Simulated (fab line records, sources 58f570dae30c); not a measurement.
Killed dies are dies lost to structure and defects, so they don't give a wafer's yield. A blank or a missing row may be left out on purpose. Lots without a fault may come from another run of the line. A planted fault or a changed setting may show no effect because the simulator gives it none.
Tool commonality check | flow berkeley_cmos170 | 15 lots, 54 wafers sampled

WHY IT WAS OPENED
At UCB170_SDANNEAL_RS_MEAS_02 the reading PSD_RS is flagged on 3 of 15 lots. Wafers without a fault read 75.6 ohm/sq, standard deviation 0.33.
Rule: a lot is flagged when every wafer of it that has a number lies more than 4 standard deviations from that mean, or none has a number. The other lots count as sound.

lot  | measured     | on            | PSD_RS (ohm/sq), wafer by wafer | flag
L420 | day 6 17:04  | film_metro-04 | 75.7 75.5 75.8                  |
L421 | day 6 17:34  | film_metro-01 | 75.4 75.3 75.6                  |
L422 | day 6 21:17  | film_metro-03 | 75.2 75.6 75.3                  |
L423 | day 7 05:13  | film_metro-04 | 76.1 76.2 75.9                  |
L426 | day 8 00:15  | film_metro-03 | 75.1 74.8 74.9                  |
L428 | day 8 15:01  | film_metro-01 | 74.0 74.2 74.0 74.1 74.0 74.0   | FLAGGED
L429 | day 9 05:39  | film_metro-03 | 75.8 76.0 75.7                  |
L430 | day 9 05:39  | film_metro-04 | 74.2 74.2 74.1 74.2 74.2 74.1   | FLAGGED
L432 | day 9 13:27  | film_metro-03 | 73.9 73.8 73.9 73.8 73.6 73.8   | FLAGGED
L433 | day 9 13:27  | film_metro-01 | 75.3 75.3 75.0                  |
L434 | day 9 16:37  | film_metro-04 | 74.9 75.0 75.3                  |
L437 | day 10 03:32 | film_metro-01 | 76.3 75.9 75.9                  |
L439 | day 11 02:20 | film_metro-04 | 75.6 75.7 75.7                  |
L441 | day 11 04:32 | film_metro-03 | 75.5 75.5 75.4                  |
L443 | day 11 12:34 | film_metro-04 | 75.6 75.8 76.0                  |
The numbers of the flagged lots are 74.0 ohm/sq on average: -1.6 ohm/sq against the usual, or -5 standard deviations.

WHICH TOOL RAN EACH LOT
The record holds 1 process step before the reading, out of a route of 331 steps. In each cell: the tool, then ch and the chambers that the sampled wafers went through, then the start.
lot  | flag    | UCB170_SDANNEAL_RTA_01
L420 |         | rtp_anneal-02 ch 0, day 6 17:00
L421 |         | rtp_anneal-01 ch 0, day 6 17:29
L422 |         | rtp_anneal-01 ch 0, day 6 21:14
L423 |         | rtp_anneal-01 ch 0, day 7 05:09
L426 |         | rtp_anneal-02 ch 0, day 8 00:11
L428 | FLAGGED | rtp_anneal-01 ch 0, day 8 14:57
L429 |         | rtp_anneal-02 ch 0, day 9 05:35
L430 | FLAGGED | rtp_anneal-01 ch 0, day 9 05:35
L432 | FLAGGED | rtp_anneal-01 ch 0, day 9 13:23
L433 |         | rtp_anneal-02 ch 0, day 9 13:23
L434 |         | rtp_anneal-02 ch 0, day 9 16:34
L437 |         | rtp_anneal-02 ch 0, day 10 03:29
L439 |         | rtp_anneal-02 ch 0, day 11 02:16
L441 |         | rtp_anneal-02 ch 0, day 11 04:28
L443 |         | rtp_anneal-02 ch 0, day 11 12:29
What these steps do:
- UCB170_SDANNEAL_RTA_01: time 5 s.
- UCB170_SDANNEAL_RS_MEAS_02: measures by four-point-probe.

FLAGGED OVER TOTAL, TOOL BY TOOL (the gauges that took the reading come last)
step                       | tool          | lots run | flagged | share of the flagged lots | sound lots run after its first flagged lot
UCB170_SDANNEAL_RTA_01     | rtp_anneal-01 | 6        | 3       | all                       | 0
UCB170_SDANNEAL_RTA_01     | rtp_anneal-02 | 9        | 0       | none                      | -
UCB170_SDANNEAL_RS_MEAS_02 | film_metro-01 | 4        | 1       | some                      | 2 (L433,L437)
UCB170_SDANNEAL_RS_MEAS_02 | film_metro-03 | 5        | 1       | some                      | 1 (L441)
UCB170_SDANNEAL_RS_MEAS_02 | film_metro-04 | 6        | 1       | some                      | 3 (L434,L439,L443)

WHAT THE TABLE ALLOWS
1 row of the table ran every flagged lot: rtp_anneal-01 at UCB170_SDANNEAL_RTA_01.
- rtp_anneal-01 at UCB170_SDANNEAL_RTA_01: 3 of its 6 lots flagged. Its last sound lot is L423 (day 7 05:09), its first flagged lot L428 (day 8 14:57): a fault that began between those two fits.
One tool is left: rtp_anneal-01 at UCB170_SDANNEAL_RTA_01.

WHAT THE SIMULATOR HAD PUT IN
Process parameter drift: rtp_anneal-01, from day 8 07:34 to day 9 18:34, at UCB170_SDANNEAL_RTA_01. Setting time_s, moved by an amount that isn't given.
Lots struck among those shown: L428, L430, L432. The rule above found the same.
